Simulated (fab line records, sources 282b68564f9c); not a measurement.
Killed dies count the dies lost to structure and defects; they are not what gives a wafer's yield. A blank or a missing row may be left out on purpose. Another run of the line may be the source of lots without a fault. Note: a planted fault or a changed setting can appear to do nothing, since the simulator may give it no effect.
fab line records	flow rit_cmos
record lots=7	wafers=21	last_day=7
route steps=202 shown M1@184
lots that met no fault: from a run of the same line without faults
start_h: the number of hours between the record's first day and the start of the first shown wafer of the lot	wait_h: hours elapsed since this lot's preceding step	" the same as in the row above	L1.1+2: a row that stands for several wafers	- either no value or no given start	* or withheld: withheld	< > ~ a bound
route shown NAME@n: names a module that has steps shown in the file, with the first one's number in the route	usual: mean and standard deviation over wafers with no fault	same: alike in all rows	chamber/n: place in a boat	sites: readings site by site	_std_site: standard deviation across them	_edge_site: inner sites' mean taken away from outer sites' mean	radius_mm: for every site, how far away it sits from the centre of the wafer	mask NAME#n: copy n	behind: tool/chamber where the wafer was last shaped	hold: cause of the lot's hold/its duration in hours/its outcome	device: the transistor (n, p or np) that didn't switch	end of line: tests run on the same wafers once the route is complete	step lacking rows: just its recipe	killed: not the wafer's yield, but the dies lost to structure and defects at the first sort	map: a wafer's dies, x killed, . not, _ none there
set.NAME: the setting as run; set.NAME@STEP: as run at that earlier step	model.NAME: the simulator's own value behind a step, which no gauge read
lots seen at some steps along the route; tables by step, rows by wafer
services: a tool's chamber out of use, with start hour (start_h, from the record's first day; less than 0 if before it), hours out, and reason
## steps
# step RIT_M1_SPUTTER_00
# recipe material=Al	target_thk_nm=400	power_w=2000	chamber_pressure_pa=0.4	gas=Ar	time_s=500	substrate_temp_c=25
# usual throttle_valve_pct=30.3/0.91
# same time_s=500
lot.wafer	tool	chamber	start_h	wait_h	throttle_valve_pct
L488.2	pvd_sputter-03	-	86.05	0.0	31.4
L488.4	"	-	"	"	30.7
L488.5	"	-	"	"	31.1
L489.2	pvd_sputter-04	-	93.14	0.0	30.5
L489.3	"	-	"	"	30.4
L489.4	"	-	"	"	28.4
L494.1	pvd_sputter-03	-	118.46	0.0	31.2
L494.2	"	-	"	"	30.5
L494.4	"	-	"	"	29.4
L495.1	pvd_sputter-04	-	123.46	0.0	29.9
L495.3	"	-	"	"	28.5
L495.6	"	-	"	"	30.3
L496.2	pvd_sputter-04	-	130.33	0.0	30.3
L496.3	"	-	"	"	30.1
L496.4	"	-	"	"	28.5
L499.1	pvd_sputter-04	-	143.85	0.0	30.4
L499.2	"	-	"	"	31.1
L499.4	"	-	"	"	30.3
L505.1	pvd_sputter-04	-	171.06	0.0	30.3
L505.2	"	-	"	"	30.9
L505.3	"	-	"	"	30.4
# step RIT_M1_RS_MEAS_01
# recipe thk_meas_gauge=four-point-probe	reads=Al_of_M1_SPUTTER_00
# usual M1_AL_RS=0.0732/0.00083
lot.wafer	tool	chamber	start_h	wait_h	M1_AL_RS[ohm/sq]
L488.2	film_metro-04	-	86.37	0.2	0.0730
L488.4	"	-	"	"	0.0728
L488.5	"	-	"	"	0.0732
L489.2	film_metro-04	-	93.45	0.2	0.0735
L489.3	"	-	"	"	0.0735
L489.4	"	-	"	"	0.0733
L494.1	film_metro-03	-	118.76	0.1	0.0727
L494.2	"	-	"	"	0.0725
L494.4	"	-	"	"	0.0727
L495.1	film_metro-01	-	123.75	0.1	0.0731
L495.3	"	-	"	"	0.0722
L495.6	"	-	"	"	0.0731
L496.2	film_metro-03	-	130.64	0.2	0.0738
L496.3	"	-	"	"	0.0739
L496.4	"	-	"	"	0.0732
L499.1	film_metro-01	-	144.14	0.1	0.0734
L499.2	"	-	"	"	0.0734
L499.4	"	-	"	"	0.0731
L505.1	film_metro-01	-	171.36	0.1	0.0726
L505.2	"	-	"	"	0.0736
L505.3	"	-	"	"	0.0729
# step RIT_M1_THK_MEAS_02
# recipe thk_meas_gauge=xrf	reads=Al_of_M1_SPUTTER_00
# usual M1_AL_THK=392/5
lot.wafer	tool	chamber	start_h	wait_h	M1_AL_THK[nm]
L488.2	film_metro-04	-	86.48	0.1	394
L488.4	"	-	"	"	396
L488.5	"	-	"	"	388
L489.2	film_metro-04	-	93.56	0.1	390
L489.3	"	-	"	"	388
L489.4	"	-	"	"	389
L494.1	film_metro-03	-	118.88	0.1	395
L494.2	"	-	"	"	397
L494.4	"	-	"	"	395
L495.1	film_metro-01	-	123.87	0.1	390
L495.3	"	-	"	"	394
L495.6	"	-	"	"	392
L496.2	film_metro-03	-	130.75	0.1	389
L496.3	"	-	"	"	389
L496.4	"	-	"	"	394
L499.1	film_metro-01	-	144.26	0.1	390
L499.2	"	-	"	"	391
L499.4	"	-	"	"	395
L505.1	film_metro-01	-	171.48	0.1	397
L505.2	"	-	"	"	392
L505.3	"	-	"	"	398
# step RIT_M1_HMDS_03
# recipe prime_time_s=60	prime_temp_c=140
# step RIT_M1_COAT_04
# recipe resist=NOVOLAK	spin_rpm=2000	resist_thk_nm=1300
# step RIT_M1_SOFTBAKE_05
# recipe resist=NOVOLAK	temp_c=90	time_s=60
# step RIT_M1_EXPOSE_06
# recipe mask_id=M12	na=0.6	source_shape=conventional	sigma_outer=0.5	target_cd_nm=2600	dose_mj=250
# step RIT_M1_PEB_07
# recipe resist=NOVOLAK	temp_c=withheld	time_s=withheld
# step RIT_M1_DEVELOP_08
# recipe resist=NOVOLAK	develop_time_s=68	dev_temp_c=23.79
# step RIT_M1_CD_MEAS_09
# recipe target_cd_nm=2600
# usual cd_nm=2600.1/2.1
lot.wafer	tool	chamber	start_h	wait_h	cd_nm
L488.2	cd_sem-02	-	87.57	-	2598.6
L488.4	"	-	"	"	2596.9
L488.5	"	-	"	"	2597.1
L489.2	cd_sem-01	-	94.64	-	2604.6
L489.3	"	-	"	"	2605.5
L489.4	"	-	"	"	2602.6
L494.1	cd_sem-01	-	119.97	-	2601.0
L494.2	"	-	"	"	2598.3
L494.4	"	-	"	"	2601.1
L495.1	cd_sem-02	-	124.81	-	2601.7
L495.3	"	-	"	"	2601.0
L495.6	"	-	"	"	2601.7
L496.2	cd_sem-01	-	131.70	-	2598.6
L496.3	"	-	"	"	2599.5
L496.4	"	-	"	"	2598.9
L499.1	cd_sem-02	-	145.20	-	2597.4
L499.2	"	-	"	"	2596.3
L499.4	"	-	"	"	2601.4
L505.1	cd_sem-02	-	172.42	-	2604.0
L505.2	"	-	"	"	2602.6
L505.3	"	-	"	"	2600.5
# step RIT_M1_OVL_MEAS_10
# usual M1_OVL=0.6/1.3
lot.wafer	tool	chamber	start_h	wait_h	M1_OVL[nm]
L488.2	overlay-01	-	87.67	0.1	-0.8
L488.4	"	-	"	"	1.2
L488.5	"	-	"	"	0.9
L489.2	overlay-01	-	94.74	0.1	0.5
L489.3	"	-	"	"	1.3
L489.4	"	-	"	"	1.6
L494.1	overlay-02	-	120.09	0.1	-0.7
L494.2	"	-	"	"	1.0
L494.4	"	-	"	"	0.7
L495.1	overlay-01	-	124.93	0.1	0.9
L495.3	"	-	"	"	2.6
L495.6	"	-	"	"	2.9
L496.2	overlay-01	-	131.81	0.1	1.4
L496.3	"	-	"	"	0.6
L496.4	"	-	"	"	1.3
L499.1	overlay-02	-	145.32	0.1	-0.1
L499.2	"	-	"	"	-1.8
L499.4	"	-	"	"	-0.7
L505.1	overlay-02	-	172.54	0.1	-0.9
L505.2	"	-	"	"	-0.3
L505.3	"	-	"	"	0.4
# step RIT_M1_HARDBAKE_11
# recipe resist=NOVOLAK	temp_c=140	time_s=120
# step RIT_M1_METAL_ETCH_12
# recipe stop_on=SiO2	chemistry=Cl2/BCl3	target=Al	time_s=165	over_etch_frac=0.5	pressure_mtorr=100	target_depth_a=6000	rf_w=250	Cl2_flow_sccm=60	bcl3_flow_sccm=50
# usual drypump_motor_current_A=5.6/0.37	oes_product_au=0.776/0.012	throttle_valve_pct=8.29/0.14
# same time_s=165
lot.wafer	tool	chamber	start_h	wait_h	drypump_motor_current_A	oes_product_au	rf_hours_counter_h	throttle_valve_pct
L488.2	rie_metal-03	1	87.95	0.2	5.2	0.761	1	8.17
L488.4	"	1	"	"	5.2	0.773	-	8.19
L488.5	"	1	"	"	5.2	0.769	-	8.19
L489.2	rie_metal-02	0	95.02	0.2	5.7	0.758	36	8.24
L489.3	"	1	"	"	5.1	0.762	-	8.42
L489.4	"	0	"	"	5.7	0.765	-	8.24
L494.1	rie_metal-03	1	120.37	0.2	5.2	0.770	1	8.17
L494.2	"	0	"	"	6.2	0.783	1	8.32
L494.4	"	1	"	"	5.2	0.776	-	8.19
L495.1	rie_metal-02	0	125.37	0.2	5.7	0.773	36	8.22
L495.3	"	0	"	"	5.7	0.768	-	8.24
L495.6	"	0	"	"	5.7	0.759	-	8.25
L496.2	rie_metal-03	0	132.09	0.2	6.2	0.768	1	8.34
L496.3	"	0	"	"	6.2	0.780	-	8.34
L496.4	"	1	"	"	5.2	0.773	-	8.19
L499.1	rie_metal-03	1	145.61	0.2	5.2	0.761	2	8.18
L499.2	"	0	"	"	6.2	0.768	2	8.35
L499.4	"	0	"	"	6.2	0.778	-	8.33
L505.1	rie_metal-02	1	172.82	0.2	5.1	0.772	0	8.41
L505.2	"	0	"	"	5.7	0.768	0	8.25
L505.3	"	1	"	"	5.1	0.771	-	8.40
# step RIT_M1_STRIP_13
# recipe chemistry=nmp	resist=NOVOLAK	temp_c=80	time_s=600	dry=n2_spin
# step RIT_M1_STRIP_14
# recipe chemistry=O2	time_s=180	platen_temp_c=withheld	power_w=500	pressure_mtorr=4000	o2_flow_sccm=4000
# usual drypump_motor_current_A=5.6/0.36
# same time_s=180
lot.wafer	tool	chamber	start_h	wait_h	drypump_motor_current_A	rf_hours_counter_h
L488.2	plasma_asher-02	0	88.32	0.0	6.4	43
L488.4	"	0	"	"	6.4	-
L488.5	"	1	"	"	5.5	-
L489.2	plasma_asher-03	1	95.36	0.0	5.3	46
L489.3	"	0	"	"	5.5	-
L489.4	"	1	"	"	5.3	-
L494.1	plasma_asher-01	0	120.71	0.0	5.5	1
L494.2	"	1	"	"	5.5	1
L494.4	"	0	"	"	5.4	-
L495.1	plasma_asher-03	1	125.73	0.0	5.3	50
L495.3	"	1	"	"	5.3	-
L495.6	"	0	"	"	5.6	-
L496.2	plasma_asher-01	1	132.44	0.0	5.5	2
L496.3	"	1	"	"	5.4	-
L496.4	"	0	"	"	5.4	-
L499.1	plasma_asher-01	0	145.96	0.0	5.4	3
L499.2	"	1	"	"	5.5	3
L499.4	"	1	"	"	5.5	-
L505.1	plasma_asher-01	0	173.16	0.0	5.4	6
L505.2	"	1	"	"	5.4	6
L505.3	"	0	"	"	5.4	-
# step RIT_M1_CD_MEAS_90
# recipe target_cd_nm=2600
# usual cd_nm=2599/3.2
lot.wafer	tool	chamber	start_h	wait_h	cd_nm
L488.2	cd_sem-01	-	88.52	0.1	2598
L488.4	"	-	"	"	2595
L488.5	"	-	"	"	2596
L489.2	cd_sem-01	-	95.57	0.2	2601
L489.3	"	-	"	"	2607
L489.4	"	-	"	"	2600
L494.1	cd_sem-01	-	120.89	0.1	2603
L494.2	"	-	"	"	2595
L494.4	"	-	"	"	2604
L495.1	cd_sem-01	-	125.90	0.1	2599
L495.3	"	-	"	"	2598
L495.6	"	-	"	"	2598
L496.2	cd_sem-01	-	132.64	0.1	2594
L496.3	"	-	"	"	2595
L496.4	"	-	"	"	2600
L499.1	cd_sem-02	-	146.13	0.1	2599
L499.2	"	-	"	"	2592
L499.4	"	-	"	"	2596
L505.1	cd_sem-01	-	173.33	0.1	2602
L505.2	"	-	"	"	2601
L505.3	"	-	"	"	2601
# step RIT_M1_ANNEAL_15
# recipe temp_c=450	time_s=1723	ambient=forming_gas_H2N2
# step RIT_M1_BOW_MEAS_16
# recipe mode=bow
# usual M1_BOW=17/6.7
lot.wafer	tool	chamber	start_h	wait_h	M1_BOW[um]
L488.2	film_metro-04	-	90.14	0.0	18
L488.4	"	-	"	"	25
L488.5	"	-	"	"	19
L489.2	film_metro-04	-	97.19	0.0	5
L489.3	"	-	"	"	13
L489.4	"	-	"	"	10
L494.1	film_metro-01	-	122.51	0.0	11
L494.2	"	-	"	"	22
L494.4	"	-	"	"	18
L495.1	film_metro-01	-	127.52	0.0	17
L495.3	"	-	"	"	19
L495.6	"	-	"	"	10
L496.2	film_metro-01	-	135.64	0.0	18
L496.3	"	-	"	"	3
L496.4	"	-	"	"	14
L499.1	film_metro-01	-	147.75	0.0	21
L499.2	"	-	"	"	34
L499.4	"	-	"	"	24
L505.1	film_metro-01	-	174.95	0.0	18
L505.2	"	-	"	"	6
L505.3	"	-	"	"	15
# step RIT_M1_PROBE_99
# usual defect_limited_yield=97.5/1	killed_at_M0_to_M3=0.0/0.14	killed_at_contacts=0.1/0.34	killed_at_front_end=6.6/2.7	killed_dies=6.7/2.7	killed_on_rim=1.8/1.3	killed_open=3.5/1.9	killed_short=3.1/1.8	sort_bin_3_pad_short=0.1/0.2	sort_bin_5_function=1.5/0.74	sort_bin_6_memory=0.9/0.57	sort_n_pass=257.3/2.7	sort_yield_pct=97.5/1
# same gross_dies=264	killed_at_M4_up=0	killed_at_back_side=0	killed_at_other=0
lot.wafer	tool	chamber	start_h	wait_h	defect_limited_yield[%]	killed_at_M0_to_M3	killed_at_contacts	killed_at_front_end	killed_dies	killed_on_rim	killed_open	killed_short	sort_bin_3_pad_short[%]	sort_bin_5_function[%]	sort_bin_6_memory[%]	sort_n_pass	sort_yield_pct[%]	model.etest.tester.sort_n_pass	model.etest.tester.sort_yield_pct	model.etest.tester.sort_bin_5_pct	model.etest.tester.sort_bin_6_pct
L488.2	prober-01	-	90.29	0.1	98.5	0	0	4	4	1	2	2	0	0.8	0.8	260.0	98.5	260	98.48	0.7576	0.7576
L488.4	prober-01	-	90.39	0.2	97.3	0	0	7	7	3	4	3	0	1.1	1.5	257.0	97.3	257	97.35	1.136	1.515
L488.5	prober-01	-	90.44	0.2	99.6	0	0	1	1	1	1	0	0	0.4	0	263.0	99.6	263	99.62	0.3788	0
L489.2	prober-02	-	97.34	0.1	94.7	0	0	14	14	0	10	4	0.4	2.3	2.7	250.0	94.7	250	94.7	2.273	2.652
L489.3	prober-02	-	97.39	0.2	95.8	0	0	11	11	2	8	3	0	2.3	1.9	253.0	95.8	253	95.83	2.273	1.894
L489.4	prober-02	-	97.44	0.2	95.8	0	0	11	11	0	4	7	0.4	2.3	1.5	253.0	95.8	253	95.83	2.273	1.515
L494.1	prober-01	-	122.63	0.1	87.1	30	0	4	34	2	3	1	4.5	6.8	1.5	230.0	87.1	230	87.12	6.818	1.515
L494.2	prober-01	-	122.68	0.1	97.7	0	0	6	6	1	3	3	0	0.8	1.5	258.0	97.7	258	97.73	0.7576	1.515
L494.4	prober-01	-	122.78	0.2	86.0	33	0	4	37	2	2	2	2.7	9.5	1.9	227.0	86.0	227	85.98	9.47	1.894
L495.1	prober-02	-	127.64	0.1	96.6	1	0	8	9	1	4	5	0.8	2.3	0.4	255.0	96.6	255	96.59	2.273	0.3788
L495.3	prober-02	-	127.74	0.2	95.1	0	0	13	13	3	7	6	0	3.4	1.5	251.0	95.1	251	95.08	3.409	1.515
L495.6	prober-02	-	127.89	0.2	96.6	0	0	9	9	1	7	2	0	1.5	1.9	255.0	96.6	255	96.59	1.515	1.894
L496.2	prober-02	-	135.79	0.1	98.5	0	0	4	4	0	2	2	0.4	0.4	0.8	260.0	98.5	260	98.48	0.3788	0.7576
L496.3	prober-02	-	135.84	0.2	98.9	0	0	3	3	1	2	1	0	1.1	0	261.0	98.9	261	98.86	1.136	0
L496.4	prober-02	-	135.89	0.2	86.0	31	0	6	37	3	6	0	1.1	10.2	2.7	227.0	86.0	227	85.98	10.23	2.652
L499.1	prober-02	-	147.87	0.1	86.4	28	0	8	36	1	2	6	1.9	9.8	1.9	228.0	86.4	228	86.36	9.848	1.894
L499.2	prober-02	-	147.92	0.1	97.3	0	0	7	7	3	5	2	0	1.9	0.8	257.0	97.3	257	97.35	1.894	0.7576
L499.4	prober-02	-	148.02	0.2	95.5	0	0	12	12	4	6	6	0.4	2.3	1.9	252.0	95.5	252	95.45	2.273	1.894
L505.1	prober-02	-	175.07	0.1	97.7	0	0	6	6	3	3	3	0.4	1.1	0.8	258.0	97.7	258	97.73	1.136	0.7576
L505.2	prober-02	-	175.12	0.1	98.1	0	0	5	5	2	4	1	0.4	0.4	1.1	259.0	98.1	259	98.11	0.3788	1.136
L505.3	prober-02	-	175.17	0.2	96.2	0	1	9	10	7	5	5	0.4	3.0	0.4	254.0	96.2	254	96.21	3.03	0.3788
# killed by level:class
L488.2 GATE:geometric_particle:short=2 FOX2:geometric_particle:open=1 REOX:geometric_particle:open=1
L488.4 GATE:geometric_particle:short=3 GATE:geometric_particle:open=3 SILICIDE:geometric_particle:open=1
L488.5 SILICIDE:geometric_particle:open=1
L489.2 REOX:geometric_particle:open=4 GATE:geometric_particle:open=3 GATE:geometric_particle:short=2 SPACER:geometric_particle:open=2 FOX2:geometric_particle:open=1 FOX2:geometric_particle:short=1 SPACER:geometric_particle:short=1
L489.3 FOX1:geometric_particle:open=3 GATE:geometric_particle:open=3 FOX1:geometric_particle:short=1 FOX2:geometric_particle:open=1 REOX:geometric_particle:short=1 SPACER:geometric_particle:open=1 SILICIDE:geometric_particle:short=1
L489.4 FOX1:geometric_particle:open=2 GATE:geometric_particle:open=2 GATE:geometric_particle:short=2 REOX:geometric_particle:short=2 FOX1:geometric_particle:short=1 FOX2:geometric_particle:short=1 SILICIDE:geometric_particle:short=1
L494.1 M1:unspecified=30 ACTIVE:geometric_particle:open=1 FOX1:geometric_particle:short=1 FOX2:geometric_particle:open=1 GATE:geometric_particle:open=1
L494.2 SPACER:geometric_particle:short=2 GATE:geometric_particle:open=1 REOX:geometric_particle:short=1 SPACER:geometric_particle:open=1 SILICIDE:geometric_particle:open=1
L494.4 M1:unspecified=33 FOX1:geometric_particle:short=1 GATE:geometric_particle:short=1 GATE:geometric_particle:open=1 REOX:geometric_particle:open=1
L495.1 GATE:geometric_particle:open=3 GATE:geometric_particle:short=2 FOX2:geometric_particle:short=1 SPACER:geometric_particle:open=1 SILICIDE:geometric_particle:short=1 M1:geometric_particle:short=1
L495.3 GATE:geometric_particle:short=3 SILICIDE:geometric_particle:open=3 GATE:geometric_particle:open=2 REOX:geometric_particle:open=2 REOX:geometric_particle:short=1 SPACER:geometric_particle:short=1 SILICIDE:geometric_particle:short=1
L495.6 GATE:geometric_particle:open=3 SPACER:geometric_particle:open=3 REOX:geometric_particle:short=2 SILICIDE:geometric_particle:open=1
L496.2 GATE:geometric_particle:open=1 GATE:geometric_particle:short=1 REOX:geometric_particle:open=1 SPACER:geometric_particle:short=1
L496.3 FOX2:geometric_particle:short=1 SPACER:geometric_particle:open=1 SILICIDE:geometric_particle:open=1
L496.4 M1:unspecified=31 GATE:geometric_particle:open=2 SILICIDE:geometric_particle:open=2 FOX2:geometric_particle:open=1 SPACER:geometric_particle:open=1
L499.1 M1:unspecified=28 GATE:geometric_particle:short=4 GATE:geometric_particle:open=2 REOX:geometric_particle:short=1 SILICIDE:geometric_particle:short=1
L499.2 GATE:geometric_particle:open=3 SPACER:geometric_particle:short=2 FOX2:geometric_particle:open=1 SILICIDE:geometric_particle:open=1
L499.4 FOX1:geometric_particle:short=3 FOX2:geometric_particle:open=3 GATE:geometric_particle:short=2 REOX:geometric_particle:open=2 FOX1:geometric_particle:open=1 FOX2:geometric_particle:short=1
L505.1 GATE:geometric_particle:open=3 REOX:geometric_particle:short=2 GATE:geometric_particle:short=1
L505.2 SILICIDE:geometric_particle:open=2 GATE:geometric_particle:open=1 SPACER:geometric_particle:open=1 SPACER:geometric_particle:short=1
L505.3 SILICIDE:geometric_particle:short=3 FOX1:geometric_particle:short=1 GATE:geometric_particle:short=1 GATE:geometric_particle:open=1 REOX:geometric_particle:open=1 SPACER:geometric_particle:open=1 SILICIDE:geometric_particle:open=1 CONTACT:geometric_particle:open=1
# map L494.4 (x killed, . not)
________......._______
_____.............____
____.x.............___
___..............x..__
__..........x........_
__x....xxx.xx........_
_......xxxxx..x.......
_....xxxxxxxx.........
_......xxxxxx.........
_......x.xxxx.........
__......x.x..x......._
__..................._
___.................__
____...............___
_____.............____
________......._______
# map L496.4 (x killed, . not)
________......._______
_____......x......____
____.......x.......___
___.......x........x__
__........x.........._
__......x.xx........._
_...x..xxxxxx.........
_.....xxxxxxx........x
_......xxxxxx..x......
_........xxxx.........
__.....x.x..........._
__..................._
___.................__
____...............___
_____.............____
________...x..._______
## services
tool	chamber	start_h	hours	kind
plasma_asher-01	-	105.73	1.2	repair
plasma_asher-01	-	108.75	9.0	pm
plasma_asher-01	0	108.75	9.0	vent_cycle
plasma_asher-01	1	108.75	9.0	vent_cycle
plasma_asher-01	0	117.75	-	clean
plasma_asher-01	1	117.75	-	clean
pvd_sputter-04	-	127.96	1.3	repair
rie_metal-02	-	136.12	20.0	pm
rie_metal-02	0	136.12	20.0	vent_cycle
rie_metal-02	1	136.12	20.0	vent_cycle
rie_metal-02	0	156.12	-	clean
rie_metal-02	1	156.12	-	clean
## key
first_sign step=RIT_M1_PROBE_99	reading=killed_at_M0_to_M3	direction=up	sigmas=30	usual=0.0	struck=30.5
effect step=RIT_M1_PROBE_99	reading=defect_limited_yield	direction=down	sigmas=11	usual=97.5	struck=86.4
model_effect step=RIT_M1_PROBE_99	value=etest.tester.sort_n_pass	without=258	struck=228
met_at RIT_M1_METAL_ETCH_12
struck_wafers L494.1,L494.4,L496.4,L499.1
onset_between 87.95 120.37
fault kind=chamber_particle_source	tool=rie_metal-03	chamber=1	onset_h=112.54	steps=RIT_M1_METAL_ETCH_12	rate_per_visit_cm2=0.73787	end_h=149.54
